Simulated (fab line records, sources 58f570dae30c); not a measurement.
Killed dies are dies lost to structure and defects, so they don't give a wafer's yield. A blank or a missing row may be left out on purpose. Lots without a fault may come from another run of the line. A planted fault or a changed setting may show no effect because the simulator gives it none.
Problem report in the 8D (eight disciplines) form, filled by code | flow berkeley_cmos170 | the parts of the form that need people (team, actions taken, sign-off) are left out

1. THE PROBLEM
M2_AL_RS at UCB170_M2_RS_MEAS_02 reads a mean of 0.0232 ohm/sq on 1 wafer of 1 lot; wafers without a fault read 0.0308 ohm/sq with a standard deviation of 0.00033. That is -23 standard deviations from the usual mean.
The step: measures by four-point-probe.
First seen on wafer L552.1, day 10 18:06, on film_metro-02. The record holds 15 wafers of 5 lots with a number at this step. Rule for "out", or "out of limits": more than 4 standard deviations from the usual mean. The other wafers with a number count as sound.

2. WHAT IT IS AND WHAT IT IS NOT
question                    | is                | is not
which readings at this step | M2_AL_RS          | -
which lots                  | L552              | L542, L546, L560, L564
which wafers of those lots  | L552.1            | L552.4, L552.5
read on which gauges        | film_metro-02     | film_metro-03, film_metro-04
when                        | from day 10 18:06 | up to then (8 sound wafers); but 6 sound wafers of L560, L564 came after

3. SUSPECTS, AND WHAT RULES EACH OUT
Counting: a tool at a process step up to the reading stays a suspect if it ran every lot that is out. Sound lots after the first of them don't rule it out here, since some wafers of a struck lot are sound.
- the gauge at UCB170_M2_RS_MEAS_02: ruled out. All the wafers that are out were read on film_metro-02, but those of them that UCB170_M2_METAL_ETCH_18 has rows for are out there too, on other tools.
- rie_diel-03 at UCB170_V1_ETCH_14 (etches SiO2 in CHF3/CF4/Ar, stops on Al, target depth 1250 nm, time 291 s): kept. It ran the lot that is out, L552 (day 10 17:32); its last sound lot up to then is L546 (day 9 14:20).
- plasma_asher-03 at UCB170_V1_STRIP_15 (strips in O2): kept. It ran the lot that is out, L552 (day 10 17:43).
- pvd_sputter-03 at UCB170_M2_SPUTTER_01 (material Al, target thk 900 nm, time 125.1 s): kept. It ran the lot that is out, L552 (day 10 18:01); its last sound lot up to then is L542 (day 8 12:07).
- Within rie_diel-03 at UCB170_V1_ETCH_14: the wafers that are out ran in chamber 3; their sound lot-mates ran in chambers 0, 1.
- Within plasma_asher-03 at UCB170_V1_STRIP_15: the wafers that are out ran in chamber 1; their sound lot-mates ran in chamber 0.
Left after counting: rie_diel-03 at UCB170_V1_ETCH_14, plasma_asher-03 at UCB170_V1_STRIP_15, pvd_sputter-03 at UCB170_M2_SPUTTER_01.

4. THE CAUSE (what the simulator had put in)
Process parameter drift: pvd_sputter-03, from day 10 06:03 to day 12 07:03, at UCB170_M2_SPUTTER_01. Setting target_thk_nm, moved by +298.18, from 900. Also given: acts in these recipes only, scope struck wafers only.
Counting left 3 suspects, and this tool is among them.

5. THE CHAIN OF EFFECTS, in route order
Each row: a reading whose mean over the struck wafers that have a number lies more than 3 standard deviations from the usual. Only readings for which the record gives a usual standard deviation are gone through. hours: the time from each lot's start at the first step in this table that gives one to its start at this step, as a median over the lots. sigmas: the change in usual standard deviations.
hours | step                    | reading        | usual         | on struck wafers | change  | sigmas
0     | UCB170_M2_RS_MEAS_02    | M2_AL_RS       | 0.0308 ohm/sq | 0.0232           | -0.0076 | -23
0     | UCB170_M2_THK_MEAS_03   | M2_AL_THK      | 944 nm        | 1261             | +317    | +29
2     | UCB170_M2_METAL_ETCH_18 | oes_product_au | 0.884 a.u.    | 1.044            | +0.160  | +13
The process steps in it:
- UCB170_M2_METAL_ETCH_18: etches Al in Cl2/BCl3, stops on SiO2, target depth 1170 nm, time 195 s.
Later measuring or inspecting steps at which every struck wafer that the step has a row for has a number for every such reading, and none has moved that far: UCB170_M2_CD_MEAS_15, UCB170_M2_OVL_MEAS_16.

6. WHAT WOULD HAVE CAUGHT IT SOONER
In this record the first reading out of limits at a measuring or inspecting step was taken at day 10 18:06, 12 hours after the fault began at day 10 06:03.
Of the tool readings at UCB170_M2_SPUTTER_01 for which the record gives a usual standard deviation, none was out on any struck wafer, so an alarm limit of 4 standard deviations on them would not have fired.
All the lots that are out (1) had begun UCB170_M2_SPUTTER_01 on pvd_sputter-03 by day 10 18:06. A hold on the tool at that time would have spared none of them.
